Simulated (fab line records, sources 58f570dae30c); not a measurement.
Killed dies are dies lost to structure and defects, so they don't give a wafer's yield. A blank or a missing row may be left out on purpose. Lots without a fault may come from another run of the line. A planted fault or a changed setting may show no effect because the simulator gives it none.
Which tool did it? | flow berkeley_cmos170 | 7 lots, 21 wafers sampled, at 2 steps of a route of 331

WHAT THE GAUGES READ, wafer by wafer
UCB170_ACTIVE_OVL_MEAS_14.
lot  | measured    | on         | ACTIVE_OVL (nm)
L959 | day 4 09:52 | overlay-02 | -11 3 -10
L961 | day 4 23:44 | overlay-01 | 9 -2 3
L963 | day 5 06:23 | overlay-02 | 5 -7 -3
L965 | day 6 00:05 | overlay-02 | 5 -3 -5
L971 | day 7 10:00 | overlay-01 | 229 240 228
L974 | day 7 19:39 | overlay-02 | 231 239 234
L980 | day 8 19:48 | overlay-01 | 5 3 -2

WHICH TOOL RAN EACH LOT (tool, then ch and the chambers of the sampled wafers, then the start)
lot  | UCB170_ACTIVE_EXPOSE_10
L959 | krf_scanner-02 ch 0, day 4 09:19
L961 | krf_scanner-02 ch 0, day 4 23:13
L963 | krf_scanner-02 ch 0, day 5 05:53
L965 | krf_scanner-02 ch 0, day 5 23:35
L971 | krf_scanner-02 ch 0, day 7 09:01
L974 | krf_scanner-02 ch 0, day 7 18:49
L980 | krf_scanner-01 ch 0, day 8 18:44
- UCB170_ACTIVE_EXPOSE_10: exposes mask ACTIVE, target cd 1200 nm.

THE ANSWER, worked out from the rows above alone
Rule: what is usual is taken from the lots themselves. Put in order of their means at a reading, lots are off if they are a third of the lots or fewer, leave a main group of 4 or more, and stand apart from it by a gap of 3 or more times the standard deviation of the main group's means; of several such gaps the widest counts. A main group whose means are all the same, to the digits that the tables above print for the reading, isn't used. A lot without any number at a reading at which 4 lots or more have one is off too. The other lots that the step has rows for count as sound.
Off: L971, L974, at UCB170_ACTIVE_OVL_MEAS_14 (ACTIVE_OVL). The main group: mean -1 nm, standard deviation 3.2.
A tool fits if, at a process step before that reading, it ran every lot that is off, and no sound lot after the first of them. The gauges at UCB170_ACTIVE_OVL_MEAS_14 are tried like those tools. One fits: krf_scanner-02 at UCB170_ACTIVE_EXPOSE_10. Its last sound lot is L965 (day 5 23:35), its first lot that is off L971 (day 7 09:01): a fault that began between those two fits.

WHAT THE SIMULATOR HAD PUT IN
Scanner matching overlay: krf_scanner-02, from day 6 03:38 on, at UCB170_ACTIVE_EXPOSE_10. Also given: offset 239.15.
Lots struck among those shown: L971, L974. The rule above found the same.
